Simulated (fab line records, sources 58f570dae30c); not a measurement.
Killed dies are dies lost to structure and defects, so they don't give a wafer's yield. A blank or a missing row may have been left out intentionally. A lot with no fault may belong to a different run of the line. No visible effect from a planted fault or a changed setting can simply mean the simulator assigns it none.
Problem report, 8D (eight disciplines) form, completed by code	flow berkeley-cmos170	the parts of the form that need people (team, actions taken, sign-off) are left out

== 1. THE PROBLEM ==
Across 2 wafers from 2 lots, V1_TEOS_THK at UCB170_V1_THK_MEAS_01 averages 2194 nm, while fault-free wafers read 1993 nm with a standard deviation of 27. Measured from the usual mean, that is +7.4 standard deviations.
First seen on wafer L141.5, day 8 14:26, on film-metro-04. Wafers with a number at this step in the record: 42, from 14 lots. By rule, "out" or "out of limits" means more than 4 standard deviations away from the usual mean. All remaining wafers that have a number are taken as sound.

== 2. WHAT IT IS, AND WHAT IT ISN'T ==
question	is	is not
which readings at this step	V1_TEOS_THK	-
which lots	L141, L143	L135, L137, L138, L139, L140, L144, L147, L151, L153, L154, L157, L158
which wafers of those lots	L141.5, L143.5	L141.2, L141.4, L143.3, L143.6
read on which gauges	film-metro-01, film-metro-04	film-metro-02
when	from day 8 14:26	up to then (17 sound wafers); but 23 sound wafers of L143, L144, L147, L151, L153, L154, L157, L158 came after

== 3. SUSPECTS, AND WHAT RULES EACH OUT ==
Counting: a tool at a process step up to the reading stays a suspect if it ran every lot that is out. Sound lots after the first of them don't rule it out here, since some wafers of a struck lot are sound.
- the gauge at UCB170_V1_THK_MEAS_01: ruled out. The wafers that are out were read on 2 gauges (film-metro-01, film-metro-04).
- pecvd-03 at UCB170_V1_CVD_00 (deposits SiO2 from TEOS/O2, target thk 2000 nm, time 250 s): kept. Ran every lot that is out, first one L141 (day 8 14:16); last sound lot up to then L140 (day 8 04:50). Its own readings are out on those wafers: rf-fwd-power-W.
- Within pecvd-03 at UCB170_V1_CVD_00: the wafers that are out ran in chamber 1; their sound lot-mates ran in chambers 0, 2.
The count leaves pecvd-03 at UCB170_V1_CVD_00.

== 4. THE CAUSE (what the simulator had put in) ==
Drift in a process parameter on pecvd-03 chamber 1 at UCB170_V1_CVD_00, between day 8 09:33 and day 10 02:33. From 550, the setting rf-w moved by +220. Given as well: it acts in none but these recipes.
Counting left only this tool.

== 5. THE EFFECT CHAIN, in route order ==
One row per reading whose mean, taken over the struck wafers that have a number, lies over 3 standard deviations from the usual. Scope: only readings with a usual standard deviation given in the record; hours: median across lots of the time from each lot's start at the first step in this table that gives one to its start at this step; sigmas: change in usual standard deviations.
hours	step	reading	usual	on struck wafers	change	sigmas
0	UCB170_V1_CVD_00	rf-fwd-power-W	548.4 W	768.7	+220.3	+99 or more
0	UCB170_V1_THK_MEAS_01	V1_TEOS_THK	1993 nm	2194	+201	+7.4
It contains these process steps:
- UCB170_V1_CVD_00: deposits SiO2 from TEOS/O2, target thk 2000 nm, time 250 s.

== 6. WHAT WOULD HAVE CAUGHT IT SOONER ==
Counted from the fault's start at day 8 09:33, it took 5 hours until the first out-of-limits reading at a measuring or inspecting step in this record, taken at day 8 14:26.
Tool's own readings at UCB170_V1_CVD_00, rf-fwd-power-W: out on all struck wafers the step has rows for; an alarm limit on them would have tripped on the first.
Of the lots that are out (2), L143 began UCB170_V1_CVD_00 on pecvd-03 after day 8 14:26. Putting the tool on hold at that point would have spared it.
